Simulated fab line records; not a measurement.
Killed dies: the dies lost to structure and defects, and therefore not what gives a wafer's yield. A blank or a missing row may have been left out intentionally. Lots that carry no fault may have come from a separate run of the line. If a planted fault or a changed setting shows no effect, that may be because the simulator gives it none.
The tool behind it: which one? | flow berkeleyCmos170 | 45 wafers from 15 lots sampled at 6 of the route's 331 steps

WHAT THE GAUGES READ, wafer by wafer
UCB170_PSD_OVL_MEAS_07. Usual: PSD_OVL gives 2 nm (standard deviation 5.9).
lot  | measured     | on         | PSD_OVL (nm) | flag
L104 | day 7 10:34  | overlay-02 | -5 -6 -3     | 
L105 | day 7 10:43  | overlay-01 | 16 10 12     | 
L102 | day 7 10:58  | overlay-02 | 11 2 3       | 
L106 | day 7 21:57  | overlay-02 | 6 6 11       | 
L110 | day 8 02:10  | overlay-02 | 4 3 1        | 
L107 | day 8 02:24  | overlay-02 | -1 -2 -1     | 
L108 | day 8 02:32  | overlay-02 | 9 7 6        | 
L109 | day 8 13:05  | overlay-02 | 10 6 6       | 
L111 | day 9 00:58  | overlay-01 | 9 0 5        | 
L112 | day 9 01:12  | overlay-02 | -2 -1 0      | 
L113 | day 9 09:01  | overlay-02 | 2 7 5        | 
L118 | day 9 20:50  | overlay-01 | -4 3 -7      | 
L115 | day 9 20:53  | overlay-02 | -2 4 7       | 
L117 | day 9 20:57  | overlay-01 | 10 7 10      | 
L116 | day 10 03:35 | overlay-01 | -5 -5 -11    | 

UCB170_V1_CD_MEAS_90: target cd 700 nm. Usual: cdNm 699.6 nm, standard deviation 1.6.
lot  | measured     | on       | cdNm (nm)         | flag
L104 | day 8 08:37  | cdSem-01 | 699.2 699.9 700.0 | 
L105 | day 8 07:42  | cdSem-02 | 697.9 698.4 697.8 | 
L102 | day 8 08:19  | cdSem-02 | 700.8 700.1 701.1 | 
L106 | day 8 17:48  | cdSem-02 | 698.3 700.0 700.3 | 
L110 | day 9 05:46  | cdSem-02 | 697.5 698.9 698.9 | 
L107 | day 9 02:13  | cdSem-02 | 701.8 698.6 701.3 | 
L108 | day 9 06:02  | cdSem-01 | 700.0 698.1 699.4 | 
L109 | day 9 14:23  | cdSem-02 | 701.3 701.5 701.1 | 
L111 | day 10 04:11 | cdSem-02 | 699.1 698.5 699.5 | 
L112 | day 10 03:27 | cdSem-01 | 701.1 699.1 698.4 | 
L113 | day 10 04:10 | cdSem-01 | 699.0 701.7 700.4 | 
L118 | day 10 18:55 | cdSem-02 | 702.0 703.0 701.9 | 
L115 | day 10 18:32 | cdSem-01 | 700.3 698.8 697.7 | 
L117 | day 10 18:43 | cdSem-01 | 703.0 702.1 702.4 | 
L116 | day 10 22:26 | cdSem-02 | 698.5 698.1 698.9 | 

UCB170_M3_RS_MEAS_02: measurement is done with a four-point probe. Usual: M3_AL_RS gives 0.0322 ohm/sq (standard deviation 0.00042).
lot  | measured     | on           | M3_AL_RS (ohm/sq)    | flag
L104 | day 8 18:40  | filmMetro-04 | 0.0323 0.0322 0.0320 | 
L105 | day 8 18:20  | filmMetro-03 | 0.0319 0.0317 0.0318 | 
L102 | day 8 18:29  | filmMetro-02 | 0.0320 0.0318 0.0323 | 
L106 | day 9 02:49  | filmMetro-03 | 0.0323 0.0327 0.0330 | 
L110 | day 9 11:13  | filmMetro-04 | 0.0322 0.0323 0.0323 | 
L107 | day 9 09:28  | filmMetro-03 | 0.0315 0.0323 0.0319 | 
L108 | day 9 11:45  | filmMetro-03 | 0.0321 0.0322 0.0326 | 
L109 | day 9 19:49  | filmMetro-04 | 0.0324 0.0319 0.0328 | 
L111 | day 10 10:46 | filmMetro-02 | 0.0321 0.0326 0.0323 | 
L112 | day 10 09:33 | filmMetro-02 | 0.0319 0.0326 0.0315 | 
L113 | day 10 10:59 | filmMetro-03 | 0.0320 0.0312 0.0320 | 
L118 | day 11 01:41 | filmMetro-03 | 0.0157 0.0157 0.0158 | OFF
L115 | day 11 00:41 | filmMetro-04 | 0.0158 0.0163 0.0161 | OFF
L117 | day 11 00:43 | filmMetro-02 | 0.0323 0.0320 0.0324 | 
L116 | day 11 07:10 | filmMetro-04 | 0.0162 0.0160 0.0156 | OFF

UCB170_M3_THK_MEAS_03: measures by xrf. Usual: M3_AL_THK gives 906 nm (standard deviation 14).
lot  | measured     | on           | M3_AL_THK (nm) | flag
L104 | day 8 18:46  | filmMetro-04 | 905 904 913    | 
L105 | day 8 18:26  | filmMetro-03 | 911 916 908    | 
L102 | day 8 18:36  | filmMetro-02 | 919 929 912    | 
L106 | day 9 02:56  | filmMetro-03 | 899 884 875    | 
L110 | day 9 11:19  | filmMetro-04 | 902 898 899    | 
L107 | day 9 09:35  | filmMetro-03 | 917 893 902    | 
L108 | day 9 11:52  | filmMetro-03 | 899 901 889    | 
L109 | day 9 19:56  | filmMetro-04 | 897 907 884    | 
L111 | day 10 10:52 | filmMetro-02 | 911 903 907    | 
L112 | day 10 09:40 | filmMetro-02 | 914 904 930    | 
L113 | day 10 11:06 | filmMetro-03 | 903 926 905    | 
L118 | day 11 01:47 | filmMetro-03 | 1835 1823 1814 | OFF
L115 | day 11 00:49 | filmMetro-04 | 1829 1781 1792 | OFF
L117 | day 11 00:50 | filmMetro-02 | 914 924 914    | 
L116 | day 11 07:19 | filmMetro-04 | 1786 1796 1852 | OFF

TOOL THAT RAN EACH LOT (tool first, then ch and the chambers of the sampled wafers, then the start)
lot  | UCB170_M1_ETCH_11                 | UCB170_M3_SPUTTER_01
L104 | rieDiel-04 ch 0,1,2, day 8 00:23  | pvdSputter-03, day 8 18:32
L105 | rieDiel-02 ch 1,3, day 8 00:16    | pvdSputter-03, day 8 18:14
L102 | rieDiel-03 ch 2,3, day 8 00:37    | pvdSputter-02, day 8 18:19
L106 | rieDiel-03 ch 0,1,2, day 8 10:02  | pvdSputter-02, day 9 02:44
L110 | rieDiel-04 ch 2,3, day 8 21:29    | pvdSputter-01, day 9 11:05
L107 | rieDiel-03 ch 0,2,3, day 8 17:50  | pvdSputter-03, day 9 09:23
L108 | rieDiel-02 ch 0,2,3, day 8 21:31  | pvdSputter-02, day 9 11:39
L109 | rieDiel-02 ch 0,2,3, day 9 07:10  | pvdSputter-03, day 9 19:44
L111 | rieDiel-03 ch 0,2,3, day 9 15:02  | pvdSputter-03, day 10 10:38
L112 | rieDiel-02 ch 0,1,3, day 9 15:16  | pvdSputter-02, day 10 09:27
L113 | rieDiel-02 ch 0,1,2, day 9 18:40  | pvdSputter-01, day 10 10:54
L118 | rieDiel-04 ch 0,2, day 10 10:01   | pvdSputter-03, day 11 01:20
L115 | rieDiel-03 ch 1,2,3, day 10 09:32 | pvdSputter-02, day 11 00:22
L117 | rieDiel-02 ch 2,3, day 10 10:15   | pvdSputter-01, day 11 00:38
L116 | rieDiel-02 ch 0,2,3, day 10 15:23 | pvdSputter-01, day 11 06:50
- UCB170_M1_ETCH_11: etches BARC in N2/H2.
- UCB170_M3_SPUTTER_01: material Al, target thk 900 nm, time 120 s.

WHAT THE TOOLS THEMSELVES READ (means of the sampled wafers that have a number; where no wafer has one, the mark that the record gives instead)
UCB170_M1_ETCH_11. Usual: drypumpMotorCurrentA 5.5 A, standard deviation 0.47; oesProductAu 1.001 a.u., standard deviation 0.025; throttleValvePct 13.25 %, standard deviation 0.17.
lot  | tool       | drypumpMotorCurrentA (A) | oesProductAu (a.u.) | throttleValvePct (%) | flag
L104 | rieDiel-04 | 6.0                      | 1.012               | 13.41                | 
L105 | rieDiel-02 | 4.9                      | 0.973               | 13.04                | 
L102 | rieDiel-03 | 6.0                      | 0.986               | 13.24                | 
L106 | rieDiel-03 | 5.5                      | 1.002               | 13.32                | 
L110 | rieDiel-04 | 5.6                      | 1.008               | 13.27                | 
L107 | rieDiel-03 | 5.7                      | 1.000               | 13.40                | 
L108 | rieDiel-02 | 5.0                      | 0.984               | 13.17                | 
L109 | rieDiel-02 | 5.0                      | 0.988               | 13.17                | 
L111 | rieDiel-03 | 5.8                      | 1.002               | 13.39                | 
L112 | rieDiel-02 | 4.9                      | 0.986               | 13.12                | 
L113 | rieDiel-02 | 4.9                      | 0.994               | 13.16                | 
L118 | rieDiel-04 | 6.0                      | 1.005               | 13.34                | 
L115 | rieDiel-03 | 5.8                      | 1.009               | 13.17                | 
L117 | rieDiel-02 | 5.0                      | 0.973               | 13.13                | 
L116 | rieDiel-02 | 5.0                      | 0.987               | 13.17                | 

UCB170_M3_SPUTTER_01. Usual: chamberPressurePa 0.5000 Pa, standard deviation 0.001; throttleValvePct 30.5 %, standard deviation 1.3.
lot  | tool          | chamberPressurePa (Pa) | throttleValvePct (%) | flag
L104 | pvdSputter-03 | 0.5004                 | 30.4                 | 
L105 | pvdSputter-03 | 0.4991                 | 30.4                 | 
L102 | pvdSputter-02 | 0.4997                 | 30.5                 | 
L106 | pvdSputter-02 | 0.4997                 | 30.0                 | 
L110 | pvdSputter-01 | 0.5007                 | 30.4                 | 
L107 | pvdSputter-03 | 0.4997                 | 30.2                 | 
L108 | pvdSputter-02 | 0.5009                 | 30.0                 | 
L109 | pvdSputter-03 | 0.5004                 | 30.8                 | 
L111 | pvdSputter-03 | 0.5001                 | 30.8                 | 
L112 | pvdSputter-02 | 0.4999                 | 30.0                 | 
L113 | pvdSputter-01 | 0.4994                 | 29.3                 | 
L118 | pvdSputter-03 | 0.5006                 | 29.8                 | 
L115 | pvdSputter-02 | 0.5001                 | 31.2                 | 
L117 | pvdSputter-01 | 0.5008                 | 31.9                 | 
L116 | pvdSputter-01 | 0.4997                 | 30.0                 | 

THE ANSWER, worked out from the rows above alone
Rule: a lot counts as off when the mean over its wafers that have a number is more than 3 standard deviations away from the usual mean. Also off: a lot with no number at a reading for which 4 or more lots have one. Where the step has rows for the other lots, those lots are counted as sound. The gauges are gone through in route order, then the tools' own readings, and for those a lot's mean is taken as printed above. The first step at which some lot is off is used, and at that step the reading that is off furthest; a lot without a number counts as furthest.
Off: L118, L115, L116, seen at UCB170_M3_RS_MEAS_02 (M3_AL_RS).
A tool fits if, at a process step before that reading, it ran every lot that is off, and no sound lot after the first of them. Those tools and the gauges at UCB170_M3_RS_MEAS_02 are tried in the same way. No candidate that was tried fits.

WHAT WAS PUT IN BY THE SIMULATOR
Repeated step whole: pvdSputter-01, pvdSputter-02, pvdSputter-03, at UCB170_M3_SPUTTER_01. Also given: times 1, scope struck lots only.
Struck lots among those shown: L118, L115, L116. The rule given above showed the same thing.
